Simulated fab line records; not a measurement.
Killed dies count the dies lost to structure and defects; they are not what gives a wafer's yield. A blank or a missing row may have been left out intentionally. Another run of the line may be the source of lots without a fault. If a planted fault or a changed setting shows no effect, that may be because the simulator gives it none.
Split-lot study    flow berkeley_cmos170    23 wafers read from 5 lots, route of 331 steps

## SPLIT DETAILS
At UCB170_NSD_EXPOSE_03 (exposes mask NSELECT MOD, target cd 1200 nm), the setting dose_mj was moved away from the recipe's 30 on 10 of the 23 wafers read, by -6.2% to +6.6%. The other wafers ran this setting at the recipe's value.

## FROM THE SPLIT TO THE READING: what the file shows between them, 2 steps
- UCB170_NSD_PEB_04
- UCB170_NSD_DEVELOP_05: develop time 45 s

## THE READING
cd_nm, in nm, at UCB170_NSD_CD_MEAS_06 (target cd 1200 nm). Fault-free wafers of this fab line usually give 1200.0 nm, standard deviation 1.3 nm.

wafer   tool, chamber at the split  dose_mj as run  against the recipe  cd_nm, nm  against lot-mates on the recipe
L074.3  krf_scanner-01, 0           30              recipe              1202.2     -
L074.4  krf_scanner-01, 0           30              recipe              1200.2     -
L074.6  krf_scanner-01, 0           30              recipe              1201.5     -
L076.1  krf_scanner-02, 0           30              recipe              1201.1     -
L076.2  krf_scanner-02, 0           28.46           -5.1%               1190.6     -9.8
L076.4  krf_scanner-02, 0           28.46           -5.1%               1189.2     -11.1
L076.5  krf_scanner-02, 0           30              recipe              1199.6     -
L076.6  krf_scanner-02, 0           28.46           -5.1%               1190.7     -9.6
L080.1  krf_scanner-02, 0           30              recipe              1201.1     -
L080.2  krf_scanner-02, 0           31.71           +5.7%               1209.6     +9.2
L080.4  krf_scanner-02, 0           31.71           +5.7%               1209.3     +8.9
L080.5  krf_scanner-02, 0           30              recipe              1199.7     -
L080.6  krf_scanner-02, 0           31.71           +5.7%               1209.8     +9.4
L082.1  krf_scanner-02, 0           31.97           +6.6%               1213.1     +12.4
L082.3  krf_scanner-02, 0           30              recipe              1200.6     -
L082.4  krf_scanner-02, 0           30              recipe              1200.8     -
L082.5  krf_scanner-02, 0           31.97           +6.6%               1212.9     +12.2
L082.6  krf_scanner-02, 0           30              recipe              1200.8     -
L081.2  krf_scanner-02, 0           30              recipe              1199.7     -
L081.3  krf_scanner-02, 0           30              recipe              1199.5     -
L081.4  krf_scanner-02, 0           30              recipe              1199.0     -
L081.5  krf_scanner-02, 0           28.13           -6.2%               1188.6     -10.8
L081.6  krf_scanner-02, 0           28.13           -6.2%               1187.3     -12.1

THE FIT
A straight line over all 23 wafers: cd_nm changes by +1.87 nm for each +1% of dose_mj; r = +0.99; the points scatter about the line by 0.98 nm.
The same after taking each lot's own level away (the mean of its wafers on the recipe; 23 wafers): +1.82 nm for each +1%; r = +0.99; scatter 0.76 nm.
According to that fit, moving dose_mj by its largest amount changes the reading by 12 nm.
Measured against the standard deviation above, the lots' own levels, which go from 1199.40 to 1201.30 nm, span 1.5 times it.
So the lot-to-lot level changes the slope little: the two slopes agree.
Check: +11.5 nm against its lot-mates is what the line predicts for one of the wafers moved furthest among these (+6.6%) when that wafer is left out of the fit. It came out at +12.4 nm against them.

## OTHER SPLITS ON THESE WAFERS
Note: prior to the reading, these wafers also went through further splits. Each is held against what the fit with the lots' levels taken away leaves over:
other split on the same wafers         wafers away from the commonest value  r with cd_nm (lot level and that fit taken away)
UCB170_START_OXIDATION_02 temp_c       10                                    -0.20
UCB170_NWELL_OXIDATION_01 ox_time_s    18                                    -0.17
UCB170_PWELL_CVD_05 sih2cl2_flow_sccm  15                                    +0.09
UCB170_NLDD_IMPLANT_09 dose_cm2        10                                    -0.18
UCB170_PSD_IMPLANT_08 dose_cm2         4                                     +0.34

## FILE'S OWN FIT
cd_nm changes by +1.82 nm for each +1% of dose_mj, r = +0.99.
